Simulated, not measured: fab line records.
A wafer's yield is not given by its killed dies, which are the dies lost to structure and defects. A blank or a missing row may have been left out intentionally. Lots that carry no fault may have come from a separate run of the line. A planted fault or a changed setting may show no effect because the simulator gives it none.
fab line records	flow rit-cmos
[record] lots = 15	wafers = 45	last-day = 8
route steps=202 shown M1@196
lots that met no fault: taken from a fault-free run of the same line
start-h: the number of hours between the record's first day and the start of the first shown wafer of the lot	wait-h: hours from the lot's prior step to this one	" identical to the entry in the row above	L1.1+2: one row covering several wafers at once	- no value, or no start given	* or withheld: withheld	< > ~ a bound
route shown NAME@n: NAME is a module with steps in the file, n the number in the route of the first one	usual: the fault-free wafers' mean and standard deviation	same: alike in all rows	chamber/n: place in a boat	sites: readings site by site	_std_site: the standard deviation of these	_edge_site: inner sites' mean taken away from outer sites' mean	radius-mm: for every site, how far away it sits from the centre of the wafer	mask NAME#n: copy n	behind: the tool/chamber that last shaped the wafer	hold: the reason the lot was held/the length of the hold in hours/how it ended	device: names the non-switching transistor (n, p or np)	end of line: tests run on the same wafers once the route is complete	for a step that has no rows: nothing shown but its recipe	killed: dies lost to structure and defects at the first sort, not the wafer's yield	map: per-die view of a wafer (x killed, . not killed, _ where there is no die)
set.NAME: the run value of the setting; set.NAME@STEP: its run value at that earlier step	model.NAME: the simulator's own value behind a step, which no gauge read
the route's steps for a sample of lots (tables are steps, rows are wafers)
services: when a tool's chamber went out of use (start-h, in hours from the record's first day, below 0 if earlier), for how many hours, and the reason
[[steps]]
[step RIT_M1_METAL_ETCH_12]
[recipe] stop-on = SiO2	chemistry = Cl2/BCl3	target = Al	time-s = 165	over-etch-frac = 0.5	pressure-mtorr = 100	target-depth-a = 6000	rf-w = 250	Cl2_flow_sccm = 60	bcl3-flow-sccm = 50
[usual] bcl3-flow-sccm = 49.99/0.15	chamber-pressure-mTorr = 100.01/0.099	drypump-motor-current-A = 5.3/0.47	mfc-cl2-sccm = 60.03/0.18	oes-product-au = 0.778/0.014	throttle-valve-pct = 8.29/0.035	time-s = 165/0
lot.wafer	tool	chamber	start-h	wait-h	bcl3-flow-sccm	chamber-pressure-mTorr	drypump-motor-current-A	mfc-cl2-sccm	oes-product-au	rf-hours-counter-h	throttle-valve-pct	time-s
L607.1	rie-metal-04	1	70.14	0.2	49.96	100.03	5.4	60.00	0.768	37	8.33	165
L607.2	"	0	"	"	50.05	99.97	5.8	60.03	0.791	39	8.32	165
L607.4	"	1	"	"	49.68	99.81	5.4	59.93	0.768	-	8.34	165
L608.1	rie-metal-03	1	75.19	0.2	50.07	99.79	5.0	59.91	0.789	5	8.33	165
L608.2	"	0	"	"	50.20	99.89	4.7	60.07	0.761	4	8.29	165
L608.3	"	1	"	"	50.14	100.13	5.0	59.95	0.783	-	8.31	165
L609.2	rie-metal-02	0	82.02	0.2	49.95	100.00	5.9	60.02	0.780	1	8.24	165
L609.3	"	0	"	"	50.14	100.03	5.9	60.28	0.778	-	8.24	165
L609.5	"	0	"	"	50.09	100.13	5.9	60.11	0.781	-	8.25	165
L611.4	rie-metal-03	1	90.87	0.1	49.83	100.15	5.0	60.20	0.787	-	8.30	165
L611.5	"	1	"	"	50.03	100.11	5.0	60.21	0.784	-	8.32	165
L611.6	"	0	"	"	50.28	100.04	4.7	60.41	0.748	-	8.27	165
L612.1	rie-metal-02	0	94.72	0.2	49.93	99.96	5.9	60.01	0.791	1	8.25	165
L612.4	"	0	"	"	49.62	100.16	5.9	59.92	0.792	-	8.26	165
L612.6	"	1	"	"	49.98	99.98	4.8	59.99	0.797	-	8.26	165
L613.3	rie-metal-04	0	102.00	0.2	50.10	100.11	5.9	59.85	0.786	-	8.30	165
L613.5	"	1	"	"	49.82	99.89	5.4	60.01	0.755	-	8.34	165
L613.6	"	0	"	"	50.16	100.14	5.9	60.14	0.788	-	8.30	165
L614.3	rie-metal-03	1	102.82	0.2	-	-	-	-	-	-	-	-
L614.5	"	0	"	"	-	-	-	-	-	-	-	-
L614.6	"	1	"	"	-	-	-	-	-	-	-	-
L615.1	rie-metal-02	1	107.19	0.2	-	-	-	-	-	-	-	-
L615.2	"	0	"	"	-	-	-	-	-	-	-	-
L615.4	"	1	"	"	-	-	-	-	-	-	-	-
L616.1	rie-metal-04	0	111.46	0.2	-	-	-	-	-	-	-	-
L616.2	"	1	"	"	-	-	-	-	-	-	-	-
L616.5	"	1	"	"	-	-	-	-	-	-	-	-
L618.3	rie-metal-02	1	120.55	0.2	50.03	100.02	4.9	60.14	0.788	-	8.25	165
L618.4	"	0	"	"	49.96	99.96	5.9	59.89	0.771	-	8.25	165
L618.5	"	0	"	"	50.21	100.09	5.9	60.08	0.775	-	8.24	165
L624.1	rie-metal-03	0	150.78	0.2	49.84	100.12	4.7	59.84	0.762	5	8.27	165
L624.2	"	1	"	"	49.99	100.08	5.0	59.58	0.790	6	8.32	165
L624.5	"	1	"	"	49.69	99.95	5.0	59.80	0.778	-	8.33	165
L625.1	rie-metal-02	0	152.18	0.2	49.79	99.95	5.9	60.01	0.779	2	8.25	165
L625.4	"	0	"	"	49.92	100.02	5.9	60.01	0.772	-	8.24	165
L625.5	"	0	"	"	49.99	99.97	5.9	60.13	0.774	-	8.25	165
L626.3	rie-metal-04	0	159.25	0.2	49.96	100.04	5.9	60.08	0.787	-	8.32	165
L626.4	"	1	"	"	50.00	100.05	5.4	60.12	0.785	-	8.34	165
L626.6	"	0	"	"	49.71	100.00	5.9	59.68	0.778	-	8.31	165
L628.3	rie-metal-02	1	172.95	0.2	49.79	100.02	4.8	59.94	0.798	-	8.27	165
L628.4	"	0	"	"	50.10	100.10	5.9	60.34	0.779	-	8.24	165
L628.6	"	1	"	"	50.03	99.98	4.8	59.81	0.784	-	8.27	165
L629.2	rie-metal-04	0	180.11	0.2	49.88	100.04	5.8	59.98	0.777	0	8.31	165
L629.4	"	1	"	"	49.85	99.87	5.4	60.30	0.780	-	8.36	165
L629.5	"	1	"	"	50.05	100.11	5.4	60.21	0.790	-	8.34	165
[step RIT_M1_CD_MEAS_90]
[recipe] target-cd-nm = 2600
[usual] cd-nm = 2599.9/2.4
lot.wafer	tool	chamber	start-h	wait-h	cd-nm
L607.1	cd-sem-01	-	70.65	0.1	2600.3
L607.2	"	-	"	"	2600.9
L607.4	"	-	"	"	2601.7
L608.1	cd-sem-02	-	75.70	0.1	2597.3
L608.2	"	-	"	"	2597.2
L608.3	"	-	"	"	2597.1
L609.2	cd-sem-02	-	82.61	0.1	2598.0
L609.3	"	-	"	"	2600.3
L609.5	"	-	"	"	2597.8
L611.4	cd-sem-01	-	91.39	0.1	2601.5
L611.5	"	-	"	"	2601.1
L611.6	"	-	"	"	2600.2
L612.1	cd-sem-02	-	95.23	0.1	2597.8
L612.4	"	-	"	"	2598.5
L612.6	"	-	"	"	2598.8
L613.3	cd-sem-02	-	102.50	0.1	2602.8
L613.5	"	-	"	"	2604.4
L613.6	"	-	"	"	2603.8
L614.3	cd-sem-02	-	103.32	0.1	-
L614.5	"	-	"	"	-
L614.6	"	-	"	"	-
L615.1	cd-sem-01	-	107.70	0.1	-
L615.2	"	-	"	"	-
L615.4	"	-	"	"	-
L616.1	cd-sem-02	-	111.97	0.1	-
L616.2	"	-	"	"	-
L616.5	"	-	"	"	-
L618.3	cd-sem-01	-	121.05	0.1	2601.4
L618.4	"	-	"	"	2599.3
L618.5	"	-	"	"	2599.2
L624.1	cd-sem-02	-	151.31	0.1	2605.3
L624.2	"	-	"	"	2603.1
L624.5	"	-	"	"	2600.8
L625.1	cd-sem-02	-	152.71	0.1	2599.7
L625.4	"	-	"	"	2597.9
L625.5	"	-	"	"	2599.9
L626.3	cd-sem-02	-	159.75	0.1	2598.3
L626.4	"	-	"	"	2597.9
L626.6	"	-	"	"	2597.0
L628.3	cd-sem-01	-	173.45	0.1	2598.6
L628.4	"	-	"	"	2601.9
L628.6	"	-	"	"	2598.3
L629.2	cd-sem-01	-	180.64	0.1	2597.9
L629.4	"	-	"	"	2598.6
L629.5	"	-	"	"	2599.4
[step RIT_M1_PROBE_99]
[usual] defect-limited-yield = 97.4/1.2	killed_at_M0_to_M3 = 0.0/0.14	killed-at-contacts = 0.0/0.23	killed-at-front-end = 7/3.1	killed-dies = 7/3.1	killed-on-rim = 1.8/1.3	killed-open = 3.3/2	killed-short = 3.5/1.9	sort_bin_3_pad_short = 0.1/0.24	sort_bin_5_function = 1.5/0.84	sort_bin_6_memory = 0.9/0.62	sort-n-pass = 257/3.1	sort-yield-pct = 97.4/1.2
[same] gross-dies = 264	killed_at_M4_up = 0	killed-at-back-side = 0	killed-at-other = 0
lot.wafer	tool	chamber	start-h	wait-h	hold	defect-limited-yield[%]	killed_at_M0_to_M3	killed-at-contacts	killed-at-front-end	killed-dies	killed-on-rim	killed-open	killed-short	sort_bin_3_pad_short[%]	sort_bin_5_function[%]	sort_bin_6_memory[%]	sort-n-pass	sort-yield-pct[%]
L607.1	prober-01	-	72.39	0.1	-	97.0	0	0	8	8	2	6	2	0	1.5	1.5	256	97.0
L607.2	prober-01	-	72.44	0.1	-	98.5	0	0	4	4	2	1	3	0.4	1.1	0	260	98.5
L607.4	prober-01	-	72.54	0.2	-	98.1	0	0	5	5	0	2	3	0	0.4	1.5	259	98.1
L608.1	prober-02	-	77.44	0.1	-	96.6	0	0	9	9	1	4	5	0.4	1.9	1.1	255	96.6
L608.2	prober-02	-	77.49	0.1	-	95.5	0	0	12	12	3	6	6	0	2.7	1.9	252	95.5
L608.3	prober-02	-	77.54	0.2	-	96.6	0	0	9	9	2	4	5	0.4	1.5	1.5	255	96.6
L609.2	prober-01	-	84.38	0.1	-	98.1	0	0	5	5	3	4	1	0	1.5	0.4	259	98.1
L609.3	prober-01	-	84.43	0.2	-	97.0	0	0	8	8	2	4	4	0	2.3	0.8	256	97.0
L609.5	prober-01	-	84.53	0.2	-	95.8	0	0	11	11	5	6	5	0	1.9	2.3	253	95.8
L611.4	prober-01	-	93.22	0.2	-	98.9	0	0	3	3	0	0	3	0	0.8	0.4	261	98.9
L611.5	prober-01	-	93.27	0.2	-	98.5	0	0	4	4	3	2	2	0.4	0.8	0.4	260	98.5
L611.6	prober-01	-	93.32	0.2	-	98.1	0	0	5	5	1	4	1	0	1.1	0.8	259	98.1
L612.1	prober-02	-	96.97	0.1	-	98.1	0	0	5	5	0	4	1	0	0.8	1.1	259	98.1
L612.4	prober-02	-	97.12	0.2	-	96.6	0	0	9	9	2	4	5	0.4	1.5	1.5	255	96.6
L612.6	prober-02	-	97.22	0.2	-	96.2	0	0	10	10	0	4	6	0.4	3.0	0.4	254	96.2
L613.3	prober-01	-	104.30	0.2	-	97.0	0	0	8	8	2	3	5	0	2.3	0.8	256	97.0
L613.5	prober-01	-	104.40	0.2	-	98.5	0	0	4	4	1	2	2	0	1.5	0	260	98.5
L613.6	prober-01	-	104.45	0.2	-	95.8	0	0	11	11	2	8	3	0	2.7	1.5	253	95.8
L614.3	prober-02	-	109.63	3.7	await-dispo/4.2h/scrap	0	257	0	7	264	70	5	2	0	99.2	0.8	0	0
L614.5	prober-02	-	109.73	3.7	await-dispo/4.2h/scrap	0	257	0	7	264	70	4	3	0	99.2	0.8	0	0
L614.6	prober-02	-	109.78	3.8	await-dispo/4.2h/scrap	0	259	0	5	264	70	0	5	0	99.2	0.8	0	0
L615.1	prober-01	-	111.76	2.1	await-dispo/5.1h/scrap	0	254	0	10	264	70	4	6	0.4	98.9	0.8	0	0
L615.2	prober-01	-	111.81	2.2	await-dispo/5.1h/scrap	0	254	0	10	264	70	6	4	0.4	98.5	1.1	0	0
L615.4	prober-01	-	111.91	2.2	await-dispo/5.1h/scrap	0	255	0	9	264	70	5	4	0.8	97.3	1.9	0	0
L616.1	prober-02	-	119.68	5.8	await-dispo/8.1h/scrap	0	258	0	6	264	70	2	2	0	98.9	1.1	0	0
L616.2	prober-02	-	119.73	5.8	await-dispo/8.1h/scrap	0	259	0	5	264	70	2	3	0.4	98.9	0.8	0	0
L616.5	prober-02	-	119.88	5.9	await-dispo/8.1h/scrap	0	259	0	5	264	70	3	2	0.4	98.9	0.8	0	0
L618.3	prober-02	-	122.85	0.2	-	98.5	0	0	4	4	1	1	3	0	1.1	0.4	260	98.5
L618.4	prober-02	-	122.90	0.2	-	96.2	0	0	10	10	4	2	8	0	2.7	1.1	254	96.2
L618.5	prober-02	-	122.95	0.2	-	95.5	0	0	12	12	3	5	7	0.4	2.7	1.5	252	95.5
L624.1	prober-02	-	153.05	0.1	-	96.6	0	0	9	9	1	6	3	0	2.7	0.8	255	96.6
L624.2	prober-02	-	153.10	0.1	-	99.6	0	1	0	1	0	0	1	0.4	0	0	263	99.6
L624.5	prober-02	-	153.25	0.2	-	98.5	0	0	4	4	2	2	2	0.4	0.4	0.8	260	98.5
L625.1	prober-01	-	154.56	0.1	-	97.0	0	0	8	8	1	1	7	0	2.3	0.8	256	97.0
L625.4	prober-01	-	154.71	0.2	-	97.3	0	0	7	7	0	4	3	0	1.5	1.1	257	97.3
L625.5	prober-01	-	154.76	0.2	-	96.2	0	0	10	10	3	5	5	0	2.7	1.1	254	96.2
L626.3	prober-02	-	161.64	0.2	-	97.0	0	0	8	8	3	6	2	0	1.5	1.5	256	97.0
L626.4	prober-02	-	161.69	0.2	-	97.3	0	0	7	7	0	1	6	0	1.9	0.8	257	97.3
L626.6	prober-02	-	161.79	0.2	-	99.6	0	0	1	1	0	0	1	0	0	0.4	263	99.6
L628.3	prober-02	-	175.34	0.2	-	98.9	0	0	3	3	2	2	1	0	1.1	0	261	98.9
L628.4	prober-02	-	175.39	0.2	-	98.1	0	0	5	5	0	1	4	0	0.4	1.5	259	98.1
L628.6	prober-02	-	175.49	0.2	-	97.3	0	0	7	7	3	4	3	0	1.5	1.1	257	97.3
L629.2	prober-01	-	182.41	0.1	-	97.0	0	0	8	8	1	2	6	0.4	1.5	1.1	256	97.0
L629.4	prober-01	-	182.51	0.2	-	96.2	0	0	10	10	1	5	5	0	1.9	1.9	254	96.2
L629.5	prober-01	-	182.56	0.2	-	100.0	0	0	0	0	0	0	0	0	0	0	264	100.0
// killed by level:class
L607.1 GATE:geometric-particle:open=3 ACTIVE:geometric-particle:open=1 GATE:geometric-particle:short=1 REOX:geometric-particle:open=1 SILICIDE:geometric-particle:open=1 SILICIDE:geometric-particle:short=1
L607.2 SILICIDE:geometric-particle:short=2 GATE:geometric-particle:open=1 GATE:geometric-particle:short=1
L607.4 SILICIDE:geometric-particle:short=2 GATE:geometric-particle:open=1 REOX:geometric-particle:open=1 SPACER:geometric-particle:short=1
L608.1 GATE:geometric-particle:open=2 GATE:geometric-particle:short=2 SPACER:geometric-particle:short=2 SILICIDE:geometric-particle:open=2 REOX:geometric-particle:short=1
L608.2 REOX:geometric-particle:short=3 SPACER:geometric-particle:open=3 SILICIDE:geometric-particle:open=2 FOX1:geometric-particle:short=1 FOX1:geometric-particle:open=1 GATE:geometric-particle:short=1 SPACER:geometric-particle:short=1
L608.3 GATE:geometric-particle:open=4 GATE:geometric-particle:short=2 FOX1:geometric-particle:short=1 SPACER:geometric-particle:short=1 SILICIDE:geometric-particle:short=1
L609.2 SILICIDE:geometric-particle:open=2 FOX1:geometric-particle:open=1 GATE:geometric-particle:open=1 SILICIDE:geometric-particle:short=1
L609.3 REOX:geometric-particle:short=2 FOX1:geometric-particle:open=1 FOX2:geometric-particle:open=1 GATE:geometric-particle:short=1 GATE:geometric-particle:open=1 SPACER:geometric-particle:open=1 SPACER:geometric-particle:short=1
L609.5 GATE:geometric-particle:open=3 FOX1:geometric-particle:short=2 GATE:geometric-particle:short=1 REOX:geometric-particle:open=1 REOX:geometric-particle:short=1 SPACER:geometric-particle:short=1 SPACER:geometric-particle:open=1 SILICIDE:geometric-particle:open=1
L611.4 GATE:geometric-particle:short=2 FOX1:geometric-particle:short=1
L611.5 GATE:geometric-particle:open=2 GATE:geometric-particle:short=1 SILICIDE:geometric-particle:short=1
L611.6 REOX:geometric-particle:open=2 SILICIDE:geometric-particle:open=2 GATE:geometric-particle:short=1
L612.1 GATE:geometric-particle:open=2 SILICIDE:geometric-particle:open=2 REOX:geometric-particle:short=1
L612.4 GATE:geometric-particle:open=2 SPACER:geometric-particle:open=2 FOX1:geometric-particle:short=1 FOX2:geometric-particle:short=1 GATE:geometric-particle:short=1 SPACER:geometric-particle:short=1 SILICIDE:geometric-particle:short=1
L612.6 SPACER:geometric-particle:short=2 FOX1:geometric-particle:open=1 FOX1:geometric-particle:short=1 GATE:geometric-particle:open=1 GATE:geometric-particle:short=1 REOX:geometric-particle:short=1 SPACER:geometric-particle:open=1 SILICIDE:geometric-particle:short=1
L613.3 FOX1:geometric-particle:short=2 GATE:geometric-particle:short=2 FOX1:geometric-particle:open=1 FOX2:geometric-particle:open=1 REOX:geometric-particle:short=1 REOX:geometric-particle:open=1
L613.5 FOX1:geometric-particle:short=1 GATE:geometric-particle:open=1 REOX:geometric-particle:open=1 SPACER:geometric-particle:short=1
L613.6 FOX1:geometric-particle:open=4 GATE:geometric-particle:open=3 REOX:geometric-particle:short=2 GATE:geometric-particle:short=1 SILICIDE:geometric-particle:open=1
L614.3 M1:area-etch=257 GATE:geometric-particle:open=3 FOX1:geometric-particle:open=1 REOX:geometric-particle:open=1 SPACER:geometric-particle:short=1 SILICIDE:geometric-particle:short=1
L614.5 M1:area-etch=257 REOX:geometric-particle:open=3 GATE:geometric-particle:short=1 REOX:geometric-particle:short=1 SILICIDE:geometric-particle:short=1 SILICIDE:geometric-particle:open=1
L614.6 M1:area-etch=259 REOX:geometric-particle:short=3 GATE:geometric-particle:short=2
L615.1 M1:area-etch=254 FOX2:geometric-particle:short=3 SPACER:geometric-particle:open=2 SPACER:geometric-particle:short=2 GATE:geometric-particle:open=1 REOX:geometric-particle:open=1 SILICIDE:geometric-particle:short=1
L615.2 M1:area-etch=254 SILICIDE:geometric-particle:open=3 REOX:geometric-particle:short=2 REOX:geometric-particle:open=2 GATE:geometric-particle:short=1 GATE:geometric-particle:open=1 SPACER:geometric-particle:short=1
L615.4 M1:area-etch=255 GATE:geometric-particle:open=4 SILICIDE:geometric-particle:short=2 REOX:geometric-particle:short=1 SPACER:geometric-particle:short=1 SILICIDE:geometric-particle:open=1
L616.1 M1:area-etch=258 GATE:geometric-particle:short=1 GATE:geometric-particle:open=1 SPACER:geometric-particle:short=1 SPACER:geometric-particle:open=1 PWELL:coat-microbubble-printed=1 NRETRO:coat-microbubble-printed=1
L616.2 M1:area-etch=259 GATE:geometric-particle:open=2 FOX1:geometric-particle:short=1 REOX:geometric-particle:short=1 SILICIDE:geometric-particle:short=1
L616.5 M1:area-etch=259 GATE:geometric-particle:open=2 GATE:geometric-particle:short=2 REOX:geometric-particle:open=1
L618.3 SILICIDE:geometric-particle:short=2 FOX1:geometric-particle:short=1 SPACER:geometric-particle:open=1
L618.4 GATE:geometric-particle:short=3 SILICIDE:geometric-particle:short=2 ACTIVE:geometric-particle:short=1 FOX1:geometric-particle:short=1 FOX2:geometric-particle:open=1 REOX:geometric-particle:open=1 REOX:geometric-particle:short=1
L618.5 REOX:geometric-particle:short=6 GATE:geometric-particle:open=3 ACTIVE:geometric-particle:open=1 FOX2:geometric-particle:open=1 GATE:geometric-particle:short=1
L624.1 FOX2:geometric-particle:open=3 GATE:geometric-particle:short=2 GATE:geometric-particle:open=2 FOX1:geometric-particle:short=1 SPACER:geometric-particle:open=1
L624.2 CONTACT:geometric-particle:short=1
L624.5 FOX2:geometric-particle:open=1 FOX2:geometric-particle:short=1 GATE:geometric-particle:open=1 GATE:geometric-particle:short=1
L625.1 GATE:geometric-particle:short=3 FOX1:geometric-particle:short=2 SPACER:geometric-particle:short=2 GATE:geometric-particle:open=1
L625.4 FOX1:geometric-particle:short=2 SPACER:geometric-particle:open=2 REOX:geometric-particle:open=1 SILICIDE:geometric-particle:short=1 SILICIDE:geometric-particle:open=1
L625.5 GATE:geometric-particle:open=2 GATE:geometric-particle:short=2 REOX:geometric-particle:open=2 FOX2:geometric-particle:short=1 REOX:geometric-particle:short=1 SPACER:geometric-particle:short=1 SILICIDE:geometric-particle:open=1
L626.3 SPACER:geometric-particle:open=3 REOX:geometric-particle:open=2 FOX2:geometric-particle:short=1 REOX:geometric-particle:short=1 SILICIDE:geometric-particle:open=1
L626.4 GATE:geometric-particle:short=3 REOX:geometric-particle:short=2 REOX:geometric-particle:open=1 SILICIDE:geometric-particle:short=1
L626.6 GATE:geometric-particle:short=1
L628.3 GATE:geometric-particle:open=2 GATE:geometric-particle:short=1
L628.4 SILICIDE:geometric-particle:short=2 FOX1:geometric-particle:open=1 FOX2:geometric-particle:short=1 GATE:geometric-particle:short=1
L628.6 FOX1:geometric-particle:short=2 FOX2:geometric-particle:open=1 GATE:geometric-particle:open=1 SPACER:geometric-particle:open=1 SILICIDE:geometric-particle:open=1 SILICIDE:geometric-particle:short=1
L629.2 GATE:geometric-particle:short=3 FOX2:geometric-particle:open=2 FOX1:geometric-particle:short=1 FOX2:geometric-particle:short=1 REOX:geometric-particle:short=1
L629.4 FOX1:geometric-particle:open=3 FOX1:geometric-particle:short=2 FOX2:geometric-particle:open=2 GATE:geometric-particle:short=1 REOX:geometric-particle:short=1 SILICIDE:geometric-particle:short=1
[[services]]
tool	chamber	start-h	hours	kind
rie-metal-03	-	87.51	2.8	pm
rie-metal-04	-	136.12	20.0	pm
rie-metal-04	0	136.12	20.0	vent-cycle
rie-metal-04	1	136.12	20.0	vent-cycle
rie-metal-04	0	156.12	-	clean
rie-metal-04	1	156.12	-	clean
[[key]]
[first-sign] step = RIT_M1_METAL_ETCH_12	reading = tool-record	direction = missing
[effect] step = RIT_M1_CD_MEAS_90	reading = cd-nm	direction = missing
[effect] step = RIT_M1_PROBE_99	reading = killed_at_M0_to_M3	direction = up	sigmas = 99+	usual = 0.0	struck = 256.9
[more-kills-born-at] RIT_M1_METAL_ETCH_12@rie-metal-04 = 776	RIT_M1_METAL_ETCH_12@rie-metal-03 = 773	RIT_M1_METAL_ETCH_12@rie-metal-02 = 763
met-at RIT_M1_METAL_ETCH_12
struck-lots L614,L615,L616
later-rows-left-out L614.3,L614.5,L614.6,L615.1,L615.2,L615.4,L616.1,L616.2,L616.5
onset-between 102.00 102.82
[fault] kind = skipped-step-whole	tool = rie-metal-02,rie-metal-03,rie-metal-04	chamber = -	onset-h = 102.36	steps = RIT_M1_METAL_ETCH_12	scope = struck-lots-only
// later-rows-left-out: the simulator's readings of these wafers behind a module that went badly wrong aren't trusted and aren't shown, but for the sort
